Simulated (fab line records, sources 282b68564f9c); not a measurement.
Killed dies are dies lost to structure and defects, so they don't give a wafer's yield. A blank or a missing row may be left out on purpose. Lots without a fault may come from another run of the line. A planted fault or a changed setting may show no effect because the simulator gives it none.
fab line records | flow rit_cmos
record lots=14 wafers=42 last_day=8
route steps=202 shown ACTIVE@2 M1@194
lots that met no fault: from a run of the same line without faults
start_h: hours from the record's first day to the start of the lot's first wafer shown | wait_h: hours since the lot's step before | " the same as in the row above | L1.1+2: a row that stands for several wafers | - no value, or no start given | * or withheld: withheld | < > ~ a bound
route shown NAME@n: a module of which the file shows steps, and the number in the route of the first | usual: mean/standard deviation of fault-free wafers | same: alike in all rows | chamber/n: place in a boat | sites: the reading at each site | _std_site: their standard deviation | _edge_site: outer sites' mean less inner sites' | radius_mm: how far each site lies from the wafer's centre | mask NAME#n: copy n | behind: the tool/chamber that last shaped the wafer | hold: why the lot was held/for how many hours/how that ended | device: the transistor (n, p or np) that didn't switch | end of line: the same wafers' tests at the end of the route | a step without rows: its recipe alone | killed: dies lost to structure and defects at the first sort, not the wafer's yield | map: a wafer's dies, x killed, . not, _ none there
set.NAME: the setting as run; set.NAME@STEP: as run at that earlier step | model.NAME: the simulator's own value behind a step, which no gauge read
steps of the route over a sample of lots; a table a step, a row a wafer
services: from which hour (start_h, from the record's first day; less than 0 if before it) a tool's chamber was out of use, for how many hours, and why
## steps
# step RIT_ACTIVE_OXIDATION_01
# recipe temp_c=1000 ambient=O2 target_thk_a=468 ox_time_s=3360
# usual spike_tc_centre_C=1001.9/1 spike_tc_load_C=1024/3.8 spike_tc_source_C=1023.3/1.5 tube_center_temp_C=1000/0.096 tube_center_temp_C_max=1002.5/0.34 zone_power_centre_pct=48/3.5
# columns lot.wafer tool chamber start_h wait_h spike_tc_centre_C spike_tc_load_C spike_tc_source_C tube_center_temp_C tube_center_temp_C_max zone_power_centre_pct
L802.3 furnace-01 0 11.09 1.0 1003.1 1029 1024.4 1000 1002.8 49
L802.5 " 0 " " 1002.9 1028 1023.6 1000.1 1003.6 50
L802.6 " 0 " " 1002.0 1029 1021.8 999.95 1002.1 50
L803.1 furnace-01 0 18.36 3.3 1003.4 1030 1021.1 1000.1 1001.9 49
L803.2 " 0 " " 1002.7 1028 1024.2 1000 1003.0 49
L803.5 " 0 " " 1002.0 1030 1023.8 1000 1002.4 50
L808.1 furnace-03 0 41.47 1.4 1001.8 1021 1025.2 1000 1001.9 50
L808.2 " 0 " " 999.6 1021 1024.2 999.94 1002.1 50
L808.4 " 0 " " 1003.4 1023 1024.8 999.94 1002.6 50
L809.1 furnace-01 0 47.04 2.0 1016.1 1043 1039.3 1014.9 1017.3 50
L809.3 " 0 " " 1019.1 1044 1040.3 1014.9 1017.2 50
L809.6 " 0 " " 1017.9 1044 1039.7 1015 1018.0 51
L810.1 furnace-01 0 53.08 3.1 1018.0 1045 1038.4 1015 1017.2 50
L810.2 " 0 " " 1017.7 1043 1037.7 1015.1 1017.8 52
L810.4 " 0 " " 1017.1 1042 1038.6 1014.9 1017.5 50
L814.1 furnace-03 0 70.33 0.3 1002.7 1023 1022.8 999.95 1002.4 50
L814.3 " 0 " " 1000.9 1022 1023.6 1000 1002.6 51
L814.4 " 0 " " 1001.9 1022 1024.3 999.86 1002.4 50
L815.2 furnace-04 0 75.39 0.4 1001.4 1020 1022.1 999.92 1002.5 42
L815.4 " 0 " " 1000.5 1021 1021.9 999.94 1002.2 42
L815.5 " 0 " " 1000.9 1020 1021.3 1000.1 1002.3 43
L817.1 furnace-04 0 85.12 0.1 1002.6 1020 1020.6 1000 1002.4 42
L817.4 " 0 " " 1002.8 1019 1021.4 1000 1002.3 43
L817.5 " 0 " " 1002.4 1020 1022.4 999.85 1002.4 43
L818.1 furnace-03 0 90.12 0.1 1001.6 1020 1023.3 999.97 1002.5 50
L818.2 " 0 " " 1002.7 1023 1025.2 1000 1002.9 50
L818.6 " 0 " " 1001.8 1023 1023.6 1000.2 1002.7 50
L820.3 furnace-04 0 100.95 0.9 1002.3 1020 1021.1 1000.1 1001.7 43
L820.4 " 0 " " 1002.2 1023 1022.3 1000.1 1002.6 42
L820.5 " 0 " " 1002.8 1021 1021.8 1000 1002.5 42
L821.1 furnace-03 0 106.19 1.2 1001.3 1021 1022.9 999.85 1002.5 51
L821.2 " 0 " " 1001.1 1023 1025.7 999.98 1002.4 50
L821.3 " 0 " " 1003.1 1022 1026.2 1000 1002.3 51
L822.2 furnace-03 0 113.31 3.3 1001.0 1022 1024.2 999.83 1003.4 51
L822.3 " 0 " " 1000.3 1022 1024.0 999.86 1002.6 50
L822.5 " 0 " " 1000.5 1022 1024.0 1000.1 1002.8 51
L823.2 furnace-01 0 118.49 3.4 1001.9 1030 1024.1 999.92 1002.5 50
L823.5 " 0 " " 1003.6 1026 1023.1 999.82 1002.1 50
L823.6 " 0 " " 1001.6 1030 1025.0 999.97 1002.6 50
L825.1 furnace-01 0 125.50 0.5 1001.6 1028 1023.4 1000 1002.3 50
L825.2 " 0 " " 1001.5 1028 1023.6 999.88 1001.9 49
L825.3 " 0 " " 1003.1 1028 1024.1 1000 1003.0 50
# step RIT_ACTIVE_THK_MEAS_02
# recipe reads=SiO2_of_ACTIVE_OXIDATION_01
# usual ACTIVE_OXIDE_THK=46.7/0.76
# columns lot.wafer tool chamber start_h wait_h ACTIVE_OXIDE_THK[nm]
L802.3 film_metro-02 - 13.05 0.0 47.1
L802.5 " - " " 47.2
L802.6 " - " " 47.6
L803.1 film_metro-04 - 20.30 0.0 46.2
L803.2 " - " " 45.8
L803.5 " - " " 47.0
L808.1 film_metro-02 - 43.40 0.0 46.7
L808.2 " - " " 46.5
L808.4 " - " " 45.8
L809.1 film_metro-04 - 48.97 0.0 54.3
L809.3 " - " " 53.9
L809.6 " - " " 53.6
L810.1 film_metro-02 - 55.02 0.0 55.1
L810.2 " - " " 54.2
L810.4 " - " " 55.3
L814.1 film_metro-04 - 72.26 0.0 46.9
L814.3 " - " " 46.6
L814.4 " - " " 46.1
L815.2 film_metro-01 - 77.34 0.0 44.8
L815.4 " - " " 44.3
L815.5 " - " " 44.7
L817.1 film_metro-01 - 87.05 0.0 46.7
L817.4 " - " " 46.7
L817.5 " - " " 46.7
L818.1 film_metro-04 - 92.05 0.0 47.2
L818.2 " - " " 47.5
L818.6 " - " " 46.8
L820.3 film_metro-01 - 102.91 0.0 46.6
L820.4 " - " " 47.7
L820.5 " - " " 47.5
L821.1 film_metro-02 - 108.12 0.0 46.7
L821.2 " - " " 46.5
L821.3 " - " " 46.3
L822.2 film_metro-01 - 115.25 0.0 46.4
L822.3 " - " " 47.4
L822.5 " - " " 46.3
L823.2 film_metro-01 - 120.43 0.0 47.0
L823.5 " - " " 45.9
L823.6 " - " " 46.6
L825.1 film_metro-01 - 127.44 0.0 46.7
L825.2 " - " " 47.1
L825.3 " - " " 46.1
# step RIT_ACTIVE_STRIP_14
# recipe chemistry=O2 time_s=180 resist=NOVOLAK platen_temp_c=withheld power_w=500 pressure_mtorr=4000 o2_flow_sccm=4000
# usual drypump_motor_current_A=5.7/0.52
# columns lot.wafer tool chamber start_h wait_h drypump_motor_current_A rf_hours_counter_h
L802.3 plasma_asher-03 0 16.11 0.1 6.4 -
L802.5 " 0 " " 6.4 -
L802.6 " 1 " " 6.4 -
L803.1 plasma_asher-01 0 23.09 0.1 5.4 20
L803.2 " 1 " " 5.6 20
L803.5 " 0 " " 5.4 -
L808.1 plasma_asher-04 1 47.49 0.1 5.0 41
L808.2 " 0 " " 6.0 41
L808.4 " 1 " " 5.0 -
L809.1 plasma_asher-03 1 52.47 0.1 6.3 40
L809.3 " 0 " " 6.4 -
L809.6 " 0 " " 6.4 -
L810.1 plasma_asher-04 0 58.64 0.1 5.9 43
L810.2 " 1 " " 5.0 43
L810.4 " 0 " " 6.0 -
L814.1 plasma_asher-04 1 76.39 0.1 5.0 45
L814.3 " 0 " " 6.0 -
L814.4 " 1 " " 5.0 -
L815.2 plasma_asher-04 0 80.83 0.1 6.0 45
L815.4 " 0 " " 6.0 -
L815.5 " 0 " " 6.0 -
L817.1 plasma_asher-04 0 89.84 0.1 5.9 46
L817.4 " 0 " " 5.9 -
L817.5 " 0 " " 5.9 -
L818.1 plasma_asher-01 1 94.98 0.1 5.6 29
L818.2 " 0 " " 5.4 29
L818.6 " 0 " " 5.4 -
L820.3 plasma_asher-03 0 105.98 0.1 6.4 -
L820.4 " 1 " " 6.4 -
L820.5 " 1 " " 6.4 -
L821.1 plasma_asher-01 1 110.91 0.1 5.5 31
L821.2 " 0 " " 5.4 31
L821.3 " 0 " " 5.4 -
L822.2 plasma_asher-04 1 118.27 0.1 5.0 0
L822.3 " 1 " " 5.0 -
L822.5 " 1 " " 5.0 -
L823.2 plasma_asher-03 1 123.21 0.1 6.4 48
L823.5 " 0 " " 6.4 -
L823.6 " 1 " " 6.4 -
L825.1 plasma_asher-03 0 131.06 0.1 6.4 49
L825.2 " 1 " " 6.4 49
L825.3 " 0 " " 6.4 -
# step RIT_M1_OVL_MEAS_10
# usual M1_OVL=-0.7/1.8
# columns lot.wafer tool chamber start_h wait_h M1_OVL[nm]
L802.3 overlay-02 - 66.97 0.1 -3.8
L802.5 " - " " -2.6
L802.6 " - " " -3.8
L803.1 overlay-01 - 73.47 0.1 0.9
L803.2 " - " " -1.0
L803.5 " - " " -1.4
L808.1 overlay-02 - 93.32 0.1 -1.2
L808.2 " - " " -3.9
L808.4 " - " " -3.1
L809.1 overlay-01 - 98.77 0.1 -3.3
L809.3 " - " " -1.7
L809.6 " - " " -1.7
L810.1 overlay-01 - 105.35 0.1 -2.0
L810.2 " - " " -0.8
L810.4 " - " " -3.6
L814.1 overlay-02 - 120.73 0.1 0.9
L814.3 " - " " 1.0
L814.4 " - " " -0.4
L815.2 overlay-02 - 125.85 0.1 1.7
L815.4 " - " " 0.1
L815.5 " - " " 0.1
L817.1 overlay-02 - 138.64 0.1 0.7
L817.4 " - " " -0.5
L817.5 " - " " -3.3
L818.1 overlay-01 - 146.56 0.1 0.0
L818.2 " - " " 1.1
L818.6 " - " " 2.0
L820.3 overlay-01 - 156.42 0.1 2.9
L820.4 " - " " 0.7
L820.5 " - " " 2.8
L821.1 overlay-01 - 158.93 0.1 -4.6
L821.2 " - " " -1.2
L821.3 " - " " -3.0
L822.2 overlay-01 - 163.62 0.1 2.6
L822.3 " - " " 0.5
L822.5 " - " " 0.6
L823.2 overlay-02 - 167.41 0.1 0.9
L823.5 " - " " 1.3
L823.6 " - " " 0.0
L825.1 overlay-02 - 178.76 0.1 -1.3
L825.2 " - " " -0.8
L825.3 " - " " -2.0
# step RIT_M1_BOW_MEAS_16
# recipe mode=bow
# usual M1_BOW=16/7.1
# columns lot.wafer tool chamber start_h wait_h M1_BOW[um]
L802.3 film_metro-01 - 69.43 0.0 0
L802.5 " - " " 12
L802.6 " - " " 18
L803.1 film_metro-04 - 75.90 0.0 20
L803.2 " - " " 11
L803.5 " - " " 8
L808.1 film_metro-01 - 95.75 0.0 18
L808.2 " - " " 24
L808.4 " - " " 29
L809.1 film_metro-04 - 101.37 0.0 3
L809.3 " - " " 19
L809.6 " - " " 27
L810.1 film_metro-04 - 107.77 0.0 11
L810.2 " - " " 9
L810.4 " - " " 23
L814.1 film_metro-04 - 123.15 0.0 20
L814.3 " - " " 20
L814.4 " - " " 25
L815.2 film_metro-02 - 128.28 0.0 27
L815.4 " - " " 12
L815.5 " - " " 19
L817.1 film_metro-04 - 141.11 0.0 26
L817.4 " - " " 27
L817.5 " - " " 16
L818.1 film_metro-02 - 149.04 0.0 12
L818.2 " - " " 27
L818.6 " - " " 20
L820.3 film_metro-02 - 158.88 0.0 28
L820.4 " - " " 31
L820.5 " - " " 13
L821.1 film_metro-02 - 161.34 0.0 21
L821.2 " - " " 15
L821.3 " - " " 22
L822.2 film_metro-02 - 166.05 0.0 21
L822.3 " - " " 21
L822.5 " - " " 13
L823.2 film_metro-02 - 169.84 0.0 7
L823.5 " - " " 23
L823.6 " - " " 23
L825.1 film_metro-04 - 181.27 0.0 9
L825.2 " - " " 14
L825.3 " - " " 10
# step RIT_M1_PROBE_99
# usual killed_at_contacts=0.1/0.27 killed_at_front_end=6.5/2.8 killed_dies=6.6/2.8 killed_open=3.5/2 killed_short=3.2/1.8
# same gross_dies=264 killed_at_M0_to_M3=0 killed_at_M4_up=0 killed_at_back_side=0 killed_at_other=0
# columns lot.wafer tool chamber start_h wait_h killed_at_contacts killed_at_front_end killed_dies killed_open killed_short
L818.1 prober-01 - 149.16 0.1 0 6 6 2 4
L818.2 prober-01 - 149.21 0.1 0 5 5 3 2
L818.6 prober-01 - 149.41 0.2 0 5 5 4 1
# killed by level:class
L818.1 FOX1:geometric_particle:short=2 GATE:geometric_particle:open=2 GATE:geometric_particle:short=1 SPACER:geometric_particle:short=1
L818.2 GATE:geometric_particle:short=2 GATE:geometric_particle:open=2 SPACER:geometric_particle:open=1
L818.6 FOX2:geometric_particle:open=2 FOX2:geometric_particle:short=1 GATE:geometric_particle:open=1 REOX:geometric_particle:open=1
## services
# columns tool chamber start_h hours kind
furnace-04 - -12.27 1.5 pm
furnace-03 - 1.71 3.1 pm
furnace-01 - 14.34 4.0 pm
plasma_asher-03 - 19.74 2.1 repair
furnace-01 - 25.38 3.6 pm
plasma_asher-01 - 34.36 1.2 repair
furnace-01 - 105.04 13.4 pm
plasma_asher-04 - 108.75 9.0 pm
plasma_asher-04 0 108.75 9.0 vent_cycle
plasma_asher-04 1 108.75 9.0 vent_cycle
plasma_asher-04 0 117.75 - clean
plasma_asher-04 1 117.75 - clean
## key
first_sign step=RIT_ACTIVE_OXIDATION_01 reading=tube_center_temp_C direction=up sigmas=99+ usual=* struck=*
effect step=RIT_ACTIVE_OXIDATION_01 reading=tube_center_temp_C_max direction=up sigmas=44 usual=* struck=*
effect step=RIT_ACTIVE_THK_MEAS_02 reading=ACTIVE_OXIDE_THK direction=up sigmas=10 usual=46.7 struck=54.4
met_at RIT_ACTIVE_OXIDATION_01
struck_lots L809,L810
tester_left_out L809,L810
not_acting_at RIT_ACTIVE_STRIP_14,RIT_M1_OVL_MEAS_10,RIT_M1_BOW_MEAS_16
onset_between 18.36 47.04
fault kind=process_parameter_drift tool=furnace-01 chamber=- onset_h=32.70 steps=RIT_ACTIVE_OXIDATION_01 channel=temp_c offset=* shape=step end_h=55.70 acts_in=* stated=*
# tester_left_out: of these lots the tester's yield and bins aren't shown, on N5 and GAA mostly nor the transistor test; their killed dies are dies lost to structure and defects alone, not to doping, threshold or leakage, so they don't give the yield
